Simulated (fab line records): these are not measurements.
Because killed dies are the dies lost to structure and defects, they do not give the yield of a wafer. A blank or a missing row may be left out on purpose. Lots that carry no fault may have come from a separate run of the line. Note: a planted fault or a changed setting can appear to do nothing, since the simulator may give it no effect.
fab line records :: flow berkeley-cmos170
[record]
  lots = 7
  wafers = 21
  last-day = 12
route steps=331 shown START@1
lots that met no fault: from a run of the same line without faults
start-h: hours from the record's opening day to when the first of the lot's shown wafers began :: wait-h: hours elapsed since this lot's preceding step :: " unchanged from the row above :: L1.1+2: one row covering several wafers at once :: - no value present, or no start provided :: * or withheld: withheld :: < > ~ a bound
route shown NAME@n: a module of which the file shows steps, and the number in the route of the first :: usual: average and standard deviation across the fault-free wafers :: same: alike in all rows :: chamber/n: place in a boat :: sites: each site's reading :: _std_site: standard deviation across them :: _edge_site: mean of outer sites minus mean of inner sites :: radius-mm: for every site, how far away it sits from the centre of the wafer :: mask NAME#n: copy n :: behind: the most recent tool/chamber to have shaped the wafer :: hold: why the lot was held/for how many hours/how that ended :: device: the transistor (n, p or np) that didn't switch :: end of line: tests run on the same wafers once the route is complete :: for a step that has no rows: nothing shown but its recipe :: killed: not the wafer's yield, but the dies lost to structure and defects at the first sort :: map: shows each die of a wafer: x if killed, . if not, _ if none is there
set.NAME: the run value of the setting; set.NAME@STEP: its run value at that earlier step :: model.NAME: the simulator's own value behind a step, which no gauge read
lots at selected steps of the route; one table per step, one row per wafer
services: when a tool's chamber went out of use (start-h, in hours from the record's first day, below 0 if earlier), for how many hours, and the reason
[[steps]]
[step UCB170_START_BOW_MEAS_00]
[recipe]
  mode = bow
[usual]
  INCOMING_BOW = 0/6.6
lot.wafer: L253.2
tool: film-metro-03
chamber: -
start-h: 15.02
wait-h: -
INCOMING_BOW[um]: 8

lot.wafer: L253.5
tool: film-metro-03
chamber: -
start-h: 15.02
wait-h: -
INCOMING_BOW[um]: -1

lot.wafer: L253.6
tool: film-metro-03
chamber: -
start-h: 15.02
wait-h: -
INCOMING_BOW[um]: 4

lot.wafer: L261.1
tool: film-metro-03
chamber: -
start-h: 55.00
wait-h: -
INCOMING_BOW[um]: 14

lot.wafer: L261.2
tool: film-metro-03
chamber: -
start-h: 55.00
wait-h: -
INCOMING_BOW[um]: -7

lot.wafer: L261.6
tool: film-metro-03
chamber: -
start-h: 55.00
wait-h: -
INCOMING_BOW[um]: 8

lot.wafer: L262.1
tool: film-metro-03
chamber: -
start-h: 60.00
wait-h: -
INCOMING_BOW[um]: 7

lot.wafer: L262.2
tool: film-metro-03
chamber: -
start-h: 60.00
wait-h: -
INCOMING_BOW[um]: 1

lot.wafer: L262.5
tool: film-metro-03
chamber: -
start-h: 60.00
wait-h: -
INCOMING_BOW[um]: -6

lot.wafer: L263.1
tool: film-metro-01
chamber: -
start-h: 65.00
wait-h: -
INCOMING_BOW[um]: -1

lot.wafer: L263.4
tool: film-metro-01
chamber: -
start-h: 65.00
wait-h: -
INCOMING_BOW[um]: 3

lot.wafer: L263.6
tool: film-metro-01
chamber: -
start-h: 65.00
wait-h: -
INCOMING_BOW[um]: -7

lot.wafer: L265.1
tool: film-metro-01
chamber: -
start-h: 75.00
wait-h: -
INCOMING_BOW[um]: 9

lot.wafer: L265.4
tool: film-metro-01
chamber: -
start-h: 75.00
wait-h: -
INCOMING_BOW[um]: 13

lot.wafer: L265.5
tool: film-metro-01
chamber: -
start-h: 75.00
wait-h: -
INCOMING_BOW[um]: 9

lot.wafer: L267.2
tool: film-metro-01
chamber: -
start-h: 85.02
wait-h: -
INCOMING_BOW[um]: 0

lot.wafer: L267.3
tool: film-metro-01
chamber: -
start-h: 85.02
wait-h: -
INCOMING_BOW[um]: 14

lot.wafer: L267.5
tool: film-metro-01
chamber: -
start-h: 85.02
wait-h: -
INCOMING_BOW[um]: -17

lot.wafer: L273.2
tool: film-metro-03
chamber: -
start-h: 115.02
wait-h: -
INCOMING_BOW[um]: -3

lot.wafer: L273.3
tool: film-metro-03
chamber: -
start-h: 115.02
wait-h: -
INCOMING_BOW[um]: -2

lot.wafer: L273.6
tool: film-metro-03
chamber: -
start-h: 115.02
wait-h: -
INCOMING_BOW[um]: 5
[step UCB170_START_CLEAN_01]
[recipe]
  chemistry = dHF
  dilution = 25:1
  time-s = 60
[step UCB170_START_OXIDATION_02]
[recipe]
  temp-c = 950
  ambient = O2
  target-thk-a = 200
  ox-time-s = 1800
[step UCB170_START_THK_MEAS_03]
[recipe]
  reads = SiO2_of_START_OXIDATION_02
[usual]
  START_OXIDE_THK = 19.9/0.4
lot.wafer: L253.2
tool: film-metro-03
chamber: -
start-h: 20.27
wait-h: 0.0
START_OXIDE_THK[nm]: 19.6

lot.wafer: L253.5
tool: film-metro-03
chamber: -
start-h: 20.27
wait-h: 0.0
START_OXIDE_THK[nm]: 19.9

lot.wafer: L253.6
tool: film-metro-03
chamber: -
start-h: 20.27
wait-h: 0.0
START_OXIDE_THK[nm]: 19.4

lot.wafer: L261.1
tool: film-metro-01
chamber: -
start-h: 62.36
wait-h: 0.0
START_OXIDE_THK[nm]: 19.6

lot.wafer: L261.2
tool: film-metro-01
chamber: -
start-h: 62.36
wait-h: 0.0
START_OXIDE_THK[nm]: 19.7

lot.wafer: L261.6
tool: film-metro-01
chamber: -
start-h: 62.36
wait-h: 0.0
START_OXIDE_THK[nm]: 19.8

lot.wafer: L262.1
tool: film-metro-03
chamber: -
start-h: 62.38
wait-h: 0.0
START_OXIDE_THK[nm]: 19.7

lot.wafer: L262.2
tool: film-metro-03
chamber: -
start-h: 62.38
wait-h: 0.0
START_OXIDE_THK[nm]: 19.9

lot.wafer: L262.5
tool: film-metro-03
chamber: -
start-h: 62.38
wait-h: 0.0
START_OXIDE_THK[nm]: 19.7

lot.wafer: L263.1
tool: film-metro-04
chamber: -
start-h: 72.75
wait-h: 0.0
START_OXIDE_THK[nm]: 19.8

lot.wafer: L263.4
tool: film-metro-04
chamber: -
start-h: 72.75
wait-h: 0.0
START_OXIDE_THK[nm]: 20.0

lot.wafer: L263.6
tool: film-metro-04
chamber: -
start-h: 72.75
wait-h: 0.0
START_OXIDE_THK[nm]: 19.9

lot.wafer: L265.1
tool: film-metro-03
chamber: -
start-h: 82.31
wait-h: 0.0
START_OXIDE_THK[nm]: 20.1

lot.wafer: L265.4
tool: film-metro-03
chamber: -
start-h: 82.31
wait-h: 0.0
START_OXIDE_THK[nm]: 19.8

lot.wafer: L265.5
tool: film-metro-03
chamber: -
start-h: 82.31
wait-h: 0.0
START_OXIDE_THK[nm]: 20.0

lot.wafer: L267.2
tool: film-metro-01
chamber: -
start-h: 89.87
wait-h: 0.0
START_OXIDE_THK[nm]: 19.7

lot.wafer: L267.3
tool: film-metro-01
chamber: -
start-h: 89.87
wait-h: 0.0
START_OXIDE_THK[nm]: 19.3

lot.wafer: L267.5
tool: film-metro-01
chamber: -
start-h: 89.87
wait-h: 0.0
START_OXIDE_THK[nm]: 19.6

lot.wafer: L273.2
tool: film-metro-04
chamber: -
start-h: 123.72
wait-h: 0.0
START_OXIDE_THK[nm]: 19.5

lot.wafer: L273.3
tool: film-metro-04
chamber: -
start-h: 123.72
wait-h: 0.0
START_OXIDE_THK[nm]: 19.8

lot.wafer: L273.6
tool: film-metro-04
chamber: -
start-h: 123.72
wait-h: 0.0
START_OXIDE_THK[nm]: 20.1
[step UCB170_START_ANNEAL_04]
[recipe]
  temp-c = 950
  time-s = 1200
  ambient = N2
[usual]
  spike-tc-centre-C = 952.9/1.3
  spike-tc-load-C = 976/3.4
  spike-tc-source-C = 976.1/2
  tube_center_temp_C_max = 952.4/0.38
  zone-power-centre-pct = 44/4.5
lot.wafer: L253.2
tool: furnace-02
chamber: 0
start-h: 27.04
wait-h: 6.8
spike-tc-centre-C: 953.9
spike-tc-load-C: 979
spike-tc-source-C: 973.7
tube_center_temp_C_max: 952.3
zone-power-centre-pct: 40

lot.wafer: L253.5
tool: furnace-02
chamber: 0
start-h: 27.04
wait-h: 6.8
spike-tc-centre-C: 954.0
spike-tc-load-C: 979
spike-tc-source-C: 974.6
tube_center_temp_C_max: 952.1
zone-power-centre-pct: 40

lot.wafer: L253.6
tool: furnace-02
chamber: 0
start-h: 27.04
wait-h: 6.8
spike-tc-centre-C: 951.9
spike-tc-load-C: 980
spike-tc-source-C: 975.3
tube_center_temp_C_max: 952.0
zone-power-centre-pct: 40

lot.wafer: L261.1
tool: furnace-02
chamber: -
start-h: 67.16
wait-h: 4.8
spike-tc-centre-C: -
spike-tc-load-C: -
spike-tc-source-C: -
tube_center_temp_C_max: -
zone-power-centre-pct: -

lot.wafer: L261.2
tool: furnace-02
chamber: -
start-h: 67.16
wait-h: 4.8
spike-tc-centre-C: -
spike-tc-load-C: -
spike-tc-source-C: -
tube_center_temp_C_max: -
zone-power-centre-pct: -

lot.wafer: L261.6
tool: furnace-02
chamber: -
start-h: 67.16
wait-h: 4.8
spike-tc-centre-C: -
spike-tc-load-C: -
spike-tc-source-C: -
tube_center_temp_C_max: -
zone-power-centre-pct: -

lot.wafer: L262.1
tool: furnace-02
chamber: -
start-h: 67.16
wait-h: 4.8
spike-tc-centre-C: -
spike-tc-load-C: -
spike-tc-source-C: -
tube_center_temp_C_max: -
zone-power-centre-pct: -

lot.wafer: L262.2
tool: furnace-02
chamber: -
start-h: 67.16
wait-h: 4.8
spike-tc-centre-C: -
spike-tc-load-C: -
spike-tc-source-C: -
tube_center_temp_C_max: -
zone-power-centre-pct: -

lot.wafer: L262.5
tool: furnace-02
chamber: -
start-h: 67.16
wait-h: 4.8
spike-tc-centre-C: -
spike-tc-load-C: -
spike-tc-source-C: -
tube_center_temp_C_max: -
zone-power-centre-pct: -

lot.wafer: L263.1
tool: furnace-02
chamber: -
start-h: 77.01
wait-h: 4.3
spike-tc-centre-C: -
spike-tc-load-C: -
spike-tc-source-C: -
tube_center_temp_C_max: -
zone-power-centre-pct: -

lot.wafer: L263.4
tool: furnace-02
chamber: -
start-h: 77.01
wait-h: 4.3
spike-tc-centre-C: -
spike-tc-load-C: -
spike-tc-source-C: -
tube_center_temp_C_max: -
zone-power-centre-pct: -

lot.wafer: L263.6
tool: furnace-02
chamber: -
start-h: 77.01
wait-h: 4.3
spike-tc-centre-C: -
spike-tc-load-C: -
spike-tc-source-C: -
tube_center_temp_C_max: -
zone-power-centre-pct: -

lot.wafer: L265.1
tool: furnace-01
chamber: 0
start-h: 85.68
wait-h: 3.4
spike-tc-centre-C: 952.2
spike-tc-load-C: 973
spike-tc-source-C: 979.2
tube_center_temp_C_max: 953.0
zone-power-centre-pct: 50

lot.wafer: L265.4
tool: furnace-01
chamber: 0
start-h: 85.68
wait-h: 3.4
spike-tc-centre-C: 954.0
spike-tc-load-C: 971
spike-tc-source-C: 980.1
tube_center_temp_C_max: 952.6
zone-power-centre-pct: 50

lot.wafer: L265.5
tool: furnace-01
chamber: 0
start-h: 85.68
wait-h: 3.4
spike-tc-centre-C: 953.4
spike-tc-load-C: 973
spike-tc-source-C: 978.2
tube_center_temp_C_max: 952.0
zone-power-centre-pct: 50

lot.wafer: L267.2
tool: furnace-02
chamber: 0
start-h: 93.48
wait-h: 3.6
spike-tc-centre-C: 952.6
spike-tc-load-C: 979
spike-tc-source-C: 973.9
tube_center_temp_C_max: 952.4
zone-power-centre-pct: 41

lot.wafer: L267.3
tool: furnace-02
chamber: 0
start-h: 93.48
wait-h: 3.6
spike-tc-centre-C: 952.9
spike-tc-load-C: 978
spike-tc-source-C: 973.4
tube_center_temp_C_max: 952.9
zone-power-centre-pct: 41

lot.wafer: L267.5
tool: furnace-02
chamber: 0
start-h: 93.48
wait-h: 3.6
spike-tc-centre-C: 952.8
spike-tc-load-C: 979
spike-tc-source-C: 974.0
tube_center_temp_C_max: 951.8
zone-power-centre-pct: 41

lot.wafer: L273.2
tool: furnace-01
chamber: 0
start-h: 128.54
wait-h: 4.8
spike-tc-centre-C: 952.8
spike-tc-load-C: 972
spike-tc-source-C: 980.3
tube_center_temp_C_max: 952.2
zone-power-centre-pct: 51

lot.wafer: L273.3
tool: furnace-01
chamber: 0
start-h: 128.54
wait-h: 4.8
spike-tc-centre-C: 954.3
spike-tc-load-C: 971
spike-tc-source-C: 977.8
tube_center_temp_C_max: 952.5
zone-power-centre-pct: 51

lot.wafer: L273.6
tool: furnace-01
chamber: 0
start-h: 128.54
wait-h: 4.8
spike-tc-centre-C: 953.9
spike-tc-load-C: 973
spike-tc-source-C: 977.9
tube_center_temp_C_max: 952.0
zone-power-centre-pct: 51
[[services]]
tool: furnace-02
chamber: -
start-h: 59.69
hours: 3.5
kind: pm
[[key]]
[first-sign]
  step = UCB170_START_ANNEAL_04
  reading = tool-record
  direction = missing
effect none on later readings
met-at UCB170_START_ANNEAL_04
struck-wafers L261.1,L261.2,L261.6,L262.1,L262.2,L262.5,L263.1,L263.4,L263.6
later-rows-left-out L261.1,L261.2,L261.6,L262.1,L262.2,L262.5,L263.1,L263.4,L263.6
sort-left-out L261.1,L261.2,L261.6,L262.1,L262.2,L262.5,L263.1,L263.4,L263.6
tester-left-out L261,L262,L263
onset-between 27.04 67.16
[fault]
  kind = skipped-step-whole
  tool = furnace-02
  chamber = -
  onset-h = 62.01
  steps = UCB170_START_ANNEAL_04
  scope = struck-lots-only
// tester-left-out: of these lots the tester's yield and bins aren't shown, on N5 and GAA mostly nor the transistor test; their killed dies are dies lost to structure and defects alone, not to doping, threshold or leakage, so they don't give the yield
// sort-left-out: the simulated sort isn't trusted on such a fault, so these wafers' sort isn't shown, and their yield isn't known
// later-rows-left-out: the simulator's readings of these wafers behind a module that went badly wrong aren't trusted and aren't shown, but for the sort
